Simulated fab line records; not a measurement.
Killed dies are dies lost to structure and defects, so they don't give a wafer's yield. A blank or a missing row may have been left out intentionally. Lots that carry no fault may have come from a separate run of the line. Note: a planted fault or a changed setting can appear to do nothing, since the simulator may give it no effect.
Which of the tools did it? + flow berkeley-cmos170 + Sampling: 7 lots, 21 wafers, 2 of 331 route steps

## WHAT THE GAUGES READ, wafer by wafer
UCB170_PFIELD_TW_MEAS_09.
| lot  | measured    | on            | PFIELD_TW   |
|------|-------------|---------------|-------------|
| L165 | day 4 18:14 | film-metro-01 | 606 605 605 |
| L168 | day 5 09:16 | film-metro-02 | 602 603 602 |
| L170 | day 6 01:52 | film-metro-03 | 602 603 601 |
| L175 | day 6 22:08 | film-metro-02 | 606 606 606 |
| L177 | day 7 12:53 | film-metro-02 | 608 609 609 |
| L180 | day 8 04:00 | film-metro-03 | 502 504 504 |
| L185 | day 8 22:14 | film-metro-02 | 604 609 605 |

## EACH LOT AND THE TOOL THAT RAN IT (in order: tool; ch and the chambers of the sampled wafers; start)
| lot  | UCB170_PFIELD_IMPLANT_07       |
|------|--------------------------------|
| L165 | implanter-02 ch 0, day 4 18:01 |
| L168 | implanter-03 ch 0, day 5 09:01 |
| L170 | implanter-04 ch 0, day 6 01:38 |
| L175 | implanter-04 ch 0, day 6 21:54 |
| L177 | implanter-04 ch 0, day 7 12:38 |
| L180 | implanter-04 ch 0, day 8 03:46 |
| L185 | implanter-03 ch 0, day 8 21:59 |
- UCB170_PFIELD_IMPLANT_07

## THE ANSWER, worked out from the rows above alone
Rule: the usual values come from the lots themselves. The widest of any qualifying gaps counts: lots, ordered by their means at a reading, are off when they make up no more than a third of the lots, leave a main group of 4 or more, and stand apart from it by 3 or more times the standard deviation of that group's means. A main group whose means are all the same, to the digits that the tables above print for the reading, isn't used. A lot without any number at a reading at which 4 lots or more have one is off too. The other lots that the step has rows for count as sound.
Off: L180, seen at UCB170_PFIELD_TW_MEAS_09 (PFIELD_TW). Mean 605 and standard deviation 2.3 in the main group.
A tool fits if, at a process step before that reading, it ran every lot that is off, and no sound lot after the first of them. Those tools and the gauges at UCB170_PFIELD_TW_MEAS_09 are tried in the same way. Undecided on this evidence; 2 tools fit (implanter-04 at UCB170_PFIELD_IMPLANT_07, film-metro-03 at UCB170_PFIELD_TW_MEAS_09).

## WHAT THE SIMULATOR HAD PUT IN
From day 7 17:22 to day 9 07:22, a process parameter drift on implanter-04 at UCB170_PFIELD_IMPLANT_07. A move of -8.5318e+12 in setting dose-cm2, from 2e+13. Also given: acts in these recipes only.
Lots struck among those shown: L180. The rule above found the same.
